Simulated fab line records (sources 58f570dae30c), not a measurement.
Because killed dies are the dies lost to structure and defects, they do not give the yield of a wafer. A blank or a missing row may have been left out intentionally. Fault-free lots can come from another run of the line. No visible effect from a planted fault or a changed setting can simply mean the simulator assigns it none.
Which tool did it? ; flow berkeley cmos170 ; 6 lots with 18 wafers sampled at 2 steps, on a route of 331 steps

## WHAT THE GAUGES SHOWED, per wafer
UCB170_GATE_CD_MEAS_12: the cd target is 350 nm.
lot;measured;on;cd nm (nm)
L147;day 7 12:43;cd sem-02;350.3 350.9 349.8
L146;day 7 13:00;cd sem-01;349.1 349.7 349.0
L150;day 8 17:34;cd sem-01;350.1 348.1 349.9
L151;day 8 17:48;cd sem-02;350.0 350.1 350.5
L158;day 10 00:58;cd sem-02;350.4 350.2 351.0
L164;day 11 07:54;cd sem-02;349.6 348.7 349.4

## TOOL THAT RAN EACH LOT (tool first, then ch and the chambers of the sampled wafers, then the start)
lot;UCB170_GATE_EXPOSE_09
L147;krf scanner-02 ch 0, day 7 12:00
L146;krf scanner-02 ch 0, day 7 12:36
L150;krf scanner-01 ch 0, day 8 17:10
L151;krf scanner-01 ch 0, day 8 17:25
L158;krf scanner-01 ch 0, day 10 00:21
L164;krf scanner-02 ch 0, day 11 07:28
- UCB170_GATE_EXPOSE_09: exposes mask POLY, target cd 350 nm.

## THE ANSWER, worked out from the rows above alone
Rule: usual is defined by the lots themselves. Put in order of their means at a reading, lots are off if they are a third of the lots or fewer, leave a main group of 4 or more, and stand apart from it by a gap of 3 or more times the standard deviation of the main group's means; of several such gaps the widest counts. Not used: any main group whose means are identical at the precision the tables above print for the reading. Also off: a lot with no number at a reading for which 4 or more lots have one. Any other lot the step has rows for is counted as sound.
Nothing can be told from this: no lot is off at any reading shown.

## WHAT THE SIMULATOR PUT IN
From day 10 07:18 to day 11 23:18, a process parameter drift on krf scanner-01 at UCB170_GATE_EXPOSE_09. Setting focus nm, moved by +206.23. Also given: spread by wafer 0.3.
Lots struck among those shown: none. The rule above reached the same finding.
